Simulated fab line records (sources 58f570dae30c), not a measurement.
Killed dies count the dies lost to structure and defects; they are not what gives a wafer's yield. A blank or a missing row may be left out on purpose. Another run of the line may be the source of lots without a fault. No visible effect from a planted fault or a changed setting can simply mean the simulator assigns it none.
Shared-tool check ; flow berkeley_cmos170 ; Sampled: 14 lots, 42 wafers

== REASON FOR OPENING ==
2 of 14 lots carry a flag on the reading CONTACT_PSG_THK at UCB170_CONTACT_THK_MEAS_02. Wafers without a fault read 698 nm, standard deviation 7.5.
Rule: flag the lot when none of its wafers has a number, or when each of its wafers that has one lies beyond 4 standard deviations from that mean. The rest of the lots are taken to be sound.

lot;measured;on;CONTACT_PSG_THK (nm), wafer by wafer;flag
L371;day 6 21:34;film_metro-04;703 700 705;
L370;day 6 22:42;film_metro-04;716 706 706;
L375;day 7 13:33;film_metro-04;700 695 696;
L373;day 7 15:08;film_metro-03;709 709 713;
L374;day 7 15:08;film_metro-04;702 696 694;
L379;day 9 00:33;film_metro-04;697 700 698;
L377;day 9 00:43;film_metro-02;691 693 686;
L378;day 9 02:19;film_metro-04;687 698 697;
L381;day 9 18:58;film_metro-03;707 704 711;
L384;day 10 05:45;film_metro-04;691 696 697;
L386;day 10 07:37;film_metro-02;704 706 703;
L390;day 11 09:27;film_metro-02;704 697 694;
L389;day 11 10:49;film_metro-02;306 305 309;FLAGGED
L388;day 11 10:50;film_metro-04;305 309 305;FLAGGED
On average the flagged lots' numbers are 306 nm, which is -392 nm against the usual, or -52 standard deviations.

== WHICH TOOL EACH LOT WENT THROUGH ==
2 process steps preceding the reading are held in the record, out of 331 steps in the route. In each cell: the tool, then ch and the chambers that the sampled wafers went through, then the start.
lot;flag;UCB170_SDANNEAL_RTA_01;UCB170_CONTACT_CVD_01
L371;;rtp_anneal-01 ch 0, day 6 18:41;lpcvd-01 ch 1, day 6 19:46
L370;;rtp_anneal-02 ch 0, day 6 18:55;lpcvd-02 ch 1, day 6 20:02
L375;;rtp_anneal-01 ch 0, day 7 10:32;lpcvd-01 ch 0, day 7 11:45
L373;;rtp_anneal-01 ch 0, day 7 10:59;lpcvd-02 ch 0, day 7 13:20
L374;;rtp_anneal-02 ch 0, day 7 11:20;lpcvd-02 ch 1, day 7 13:20
L379;;rtp_anneal-01 ch 0, day 8 21:41;lpcvd-02 ch 1, day 8 22:44
L377;;rtp_anneal-02 ch 0, day 8 21:40;lpcvd-01 ch 0, day 8 22:56
L378;;rtp_anneal-02 ch 0, day 8 21:47;lpcvd-02 ch 0, day 9 00:32
L381;;rtp_anneal-01 ch 0, day 9 15:26;lpcvd-01 ch 0, day 9 17:11
L384;;rtp_anneal-02 ch 0, day 10 02:49;lpcvd-02 ch 1, day 10 03:55
L386;;rtp_anneal-02 ch 0, day 10 04:44;lpcvd-02 ch 1, day 10 05:50
L390;;rtp_anneal-01 ch 0, day 11 06:17;lpcvd-01 ch 0, day 11 07:40
L389;FLAGGED;rtp_anneal-02 ch 0, day 11 06:24;lpcvd-02 ch 1, day 11 09:02
L388;FLAGGED;rtp_anneal-02 ch 0, day 11 06:11;lpcvd-02 ch 1, day 11 09:02
What is done by these steps:
- UCB170_SDANNEAL_RTA_01: time 5 s.
- UCB170_CONTACT_CVD_01: deposits PSG from SiH4/O2/PH3, target thk 700 nm, time 2820 s.
- UCB170_CONTACT_THK_MEAS_02

== FLAGGED OVER TOTAL, TOOL BY TOOL (the gauges that took the reading come last) ==
step;tool;lots run;flagged;share of the flagged lots;sound lots run after its first flagged lot
UCB170_SDANNEAL_RTA_01;rtp_anneal-01;6;0;none;-
UCB170_SDANNEAL_RTA_01;rtp_anneal-02;8;2;all;0
UCB170_CONTACT_CVD_01;lpcvd-01;5;0;none;-
UCB170_CONTACT_CVD_01;lpcvd-02;9;2;all;0
UCB170_CONTACT_THK_MEAS_02;film_metro-02;4;1;some;0
UCB170_CONTACT_THK_MEAS_02;film_metro-03;2;0;none;-
UCB170_CONTACT_THK_MEAS_02;film_metro-04;8;1;some;0

== WHAT IS ALLOWED BY THE TABLE ==
2 rows of the table ran every flagged lot: rtp_anneal-02 at UCB170_SDANNEAL_RTA_01, lpcvd-02 at UCB170_CONTACT_CVD_01.
- rtp_anneal-02 at UCB170_SDANNEAL_RTA_01 ran 8 lots, 2 of them flagged. Last sound lot L386 at day 10 04:44, first flagged lot L388 at day 11 06:11; a fault beginning in between fits.
- lpcvd-02 at UCB170_CONTACT_CVD_01 ran 9 lots, 2 of them flagged. Last sound lot L386 at day 10 05:50, first flagged lot L388 at day 11 09:02; a fault beginning in between fits.
A lot count leaves these 2 tools indistinguishable: every one of them fits a fault beginning at some hour. More lots, or a look at what each step does to the wafer, might.

== WHAT THE SIMULATOR PUT IN ==
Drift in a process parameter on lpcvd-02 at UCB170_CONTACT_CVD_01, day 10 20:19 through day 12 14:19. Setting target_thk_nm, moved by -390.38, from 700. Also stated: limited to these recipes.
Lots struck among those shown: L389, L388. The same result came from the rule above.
